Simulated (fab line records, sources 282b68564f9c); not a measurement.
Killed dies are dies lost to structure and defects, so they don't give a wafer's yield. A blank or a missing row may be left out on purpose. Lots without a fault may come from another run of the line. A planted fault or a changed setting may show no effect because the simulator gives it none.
A struck lot beside a sound one | flow rit_cmos | 15 steps out of a route of 202
Sound: wafers L185.1, L185.5, L185.6. Struck: wafers L194.1, L194.5, L194.6. The cause comes at the end.
At each step with rows: each side's tool, then ch and its chambers, then its first start. Under that, the readings that differ: sound wafers | struck wafers | difference of the means | sigmas: that difference in standard deviations of wafers without a fault.
alike: readings whose means differ by less than 2 such deviations, and words and numbers that are the same on both sides. not compared: withheld readings, readings that some wafer has no value for, bounds like >300 that may hide the same value, and numbers for which the record gives no deviation and whose values overlap.
The two part at a step that has a row with sigmas, a row that says differs or no value, or rows on one side only. Numbers that don't overlap but have no deviation are shown without sigmas and don't part them. A reading that every wafer of one side lacks parts them only if that side has two wafers or more.

RIT_GATE_STRIP_20: strips in O2, time 180 s.
  sound on plasma_asher-03 ch 0,1, day 3 08:38; struck on plasma_asher-04 ch 0,1, day 5 10:16
  alike: drypump_motor_current_A, rf_refl_power_W
  not compared: rf_hours_counter_h
RIT_GATE_CD_MEAS_90: target cd 150 nm.
  sound on cd_sem-01, day 3 08:53; struck on cd_sem-01, day 5 10:26
  alike: cd_nm
then, 4 steps without rows for these wafers: RIT_REOX_CLEAN_00 (cleans in SC1, time 600 s); RIT_REOX_CLEAN_01 (cleans in dHF, time 30 s); RIT_REOX_CLEAN_02 (cleans in SC2, time 600 s); RIT_REOX_OXIDATION_03 (target thk 25.2 nm, ox time 5310 s).
RIT_REOX_THK_MEAS_04:
  sound on film_metro-04, day 3 11:56; struck on film_metro-03, day 5 13:30
  alike: REOX_OXIDE_THK
then, 5 steps without rows for these wafers: RIT_NLDD_HMDS_00 (prime time 60 s); RIT_NLDD_COAT_01 (resist thk 1000 nm); RIT_NLDD_SOFTBAKE_02 (time 60 s); RIT_NLDD_EXPOSE_03 (exposes mask M7, target cd 40700 nm); RIT_NLDD_PEB_04.
RIT_NLDD_DEVELOP_05: develop time 50 s.
  sound on litho_track-02 ch 0, day 3 12:00; struck on litho_track-03 ch 0, day 5 14:00
  reading              | sound             | struck            | difference | sigmas
  developer_temp_C (C) | 23.01 22.99 22.92 | 25.46 25.21 25.44 | +2.40      | +25
RIT_NLDD_OVL_MEAS_06:
  sound on overlay-01, day 3 12:51; struck on overlay-02, day 5 14:32
  alike: NLDD_OVL
then, 1 step without rows for these wafers: RIT_M1_PROBE_99.

WHERE THEY PART
Only at RIT_NLDD_DEVELOP_05, within this record. Later steps at which nothing parts them and some readings are alike: RIT_NLDD_OVL_MEAS_06.

WHY: what the simulator had put in
Process parameter drift: litho_track-03, from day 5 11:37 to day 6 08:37, at RIT_NLDD_DEVELOP_05. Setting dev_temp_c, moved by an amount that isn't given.
